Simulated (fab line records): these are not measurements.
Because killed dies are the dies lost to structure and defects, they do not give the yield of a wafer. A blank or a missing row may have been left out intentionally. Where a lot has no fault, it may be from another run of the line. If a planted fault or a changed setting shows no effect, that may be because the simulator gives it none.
Check of tool commonality    flow berkeleyCmos170    Lots sampled 14, wafers sampled 42

## WHAT PROMPTED THE OPENING
Of 14 lots, 2 have the reading PSD_RS flagged at UCB170_SDANNEAL_RS_MEAS_02. Wafers without a fault read 75.7 ohm/sq, standard deviation 0.33.
Rule: a lot gets a flag if all its wafers with a number sit over 4 standard deviations from that mean, or if no wafer of it has a number. The rest of the lots are taken to be sound.

lot   measured      on            PSD_RS (ohm/sq), wafer by wafer  flag
L196  day 6 12:30   filmMetro-03  75.9 75.8 76.1                   
L199  day 7 08:53   filmMetro-04  75.4 75.2 75.3                   
L201  day 7 10:22   filmMetro-03  75.4 75.5 75.4                   
L202  day 7 21:31   filmMetro-02  75.4 75.3 75.5                   
L203  day 8 10:41   filmMetro-03  77.3 77.6 77.8                   FLAGGED
L206  day 8 13:11   filmMetro-03  78.3 78.4 78.6                   FLAGGED
L204  day 8 13:13   filmMetro-02  76.4 75.9 75.8                   
L209  day 9 14:10   filmMetro-03  75.6 75.5 75.5                   
L210  day 9 23:25   filmMetro-02  75.7 75.6 75.7                   
L213  day 10 02:55  filmMetro-04  75.6 75.5 75.6                   
L214  day 10 16:40  filmMetro-02  75.7 75.7 75.7                   
L217  day 11 05:28  filmMetro-03  75.5 75.3 75.4                   
L218  day 11 05:40  filmMetro-02  75.8 75.9 76.1                   
L219  day 11 09:30  filmMetro-03  75.6 75.5 75.6                   
The mean of the flagged lots' numbers is 78.0 ohm/sq, +2.3 ohm/sq from the usual (+7 standard deviations).

## WHICH TOOL EACH LOT WENT THROUGH
The record holds 2 process steps before the reading, out of a route of 331 steps. Every cell lists first the tool, next ch and the chambers used by the sampled wafers, and last the start.
lot   flag     UCB170_PSD_IMPLANT_08            UCB170_PSD_STRIP_09
L196           implanter-02 ch 0, day 6 06:19   plasmaAsher-03 ch 0,1, day 6 06:27
L199           implanter-02 ch 0, day 6 23:47   plasmaAsher-03 ch 0,1, day 6 23:56
L201           implanter-02 ch 0, day 7 05:51   plasmaAsher-03 ch 0,1, day 7 05:59
L202           implanter-04 ch 0, day 7 17:48   plasmaAsher-02 ch 0,1, day 7 17:55
L203  FLAGGED  implanter-04 ch 0, day 8 07:03   plasmaAsher-03 ch 0,1, day 8 07:11
L206  FLAGGED  implanter-04 ch 0, day 8 07:26   plasmaAsher-04 ch 0,1, day 8 07:35
L204           implanter-02 ch 0, day 8 07:32   plasmaAsher-03 ch 0,1, day 8 07:40
L209           implanter-01 ch 0, day 9 09:56   plasmaAsher-02 ch 0,1, day 9 10:05
L210           implanter-02 ch 0, day 9 17:21   plasmaAsher-04 ch 0,1, day 9 17:30
L213           implanter-02 ch 0, day 9 23:40   plasmaAsher-02 ch 0,1, day 9 23:48
L214           implanter-02 ch 0, day 10 12:08  plasmaAsher-03 ch 0,1, day 10 12:16
L217           implanter-02 ch 0, day 11 01:08  plasmaAsher-02 ch 0,1, day 11 01:17
L218           implanter-02 ch 0, day 11 01:20  plasmaAsher-04 ch 0,1, day 11 01:28
L219           implanter-02 ch 0, day 11 05:00  plasmaAsher-03 ch 0,1, day 11 05:08
What these steps do:
- UCB170_PSD_IMPLANT_08
- UCB170_PSD_STRIP_09: strips in O2.
- UCB170_SDANNEAL_RS_MEAS_02: measures by four-point-probe.

## FLAGGED OVER TOTAL, TOOL BY TOOL (the gauges that took the reading come last)
step                        tool            lots run  flagged  share of the flagged lots  sound lots run after its first flagged lot
UCB170_PSD_IMPLANT_08       implanter-01    1         0        none                       -
UCB170_PSD_IMPLANT_08       implanter-02    10        0        none                       -
UCB170_PSD_IMPLANT_08       implanter-04    3         2        all                        0
UCB170_PSD_STRIP_09         plasmaAsher-02  4         0        none                       -
UCB170_PSD_STRIP_09         plasmaAsher-03  7         1        some                       3 (L204,L214,L219)
UCB170_PSD_STRIP_09         plasmaAsher-04  3         1        some                       2 (L210,L218)
UCB170_SDANNEAL_RS_MEAS_02  filmMetro-02    5         0        none                       -
UCB170_SDANNEAL_RS_MEAS_02  filmMetro-03    7         2        all                        3 (L209,L217,L219)
UCB170_SDANNEAL_RS_MEAS_02  filmMetro-04    2         0        none                       -

## WHAT IS ALLOWED BY THE TABLE
implanter-04 at UCB170_PSD_IMPLANT_08 and filmMetro-03 at UCB170_SDANNEAL_RS_MEAS_02 are the 2 rows of the table that ran each flagged lot.
- implanter-04 at UCB170_PSD_IMPLANT_08 ran 3 lots, 2 of them flagged. It ran its last sound lot, L202, at day 7 17:48 and its first flagged lot, L203, at day 8 07:03: a fault with its onset between the two fits. Its own readings lie more than 4 standard deviations out on every wafer of the flagged lots: beamEnergyKeV.
- filmMetro-03 at UCB170_SDANNEAL_RS_MEAS_02 ran 7 lots, 2 of them flagged. Sound lots ran on it after the first flagged one (L209, L217, L219), which a lasting fault on the whole tool wouldn't allow.
Left over: one tool, implanter-04 at UCB170_PSD_IMPLANT_08.

## WHAT THE SIMULATOR PUT IN
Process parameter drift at UCB170_PSD_IMPLANT_08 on implanter-04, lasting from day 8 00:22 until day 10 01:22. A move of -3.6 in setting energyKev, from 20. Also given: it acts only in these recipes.
Shown lots that were struck: L203, L206. The rule given above showed the same thing.
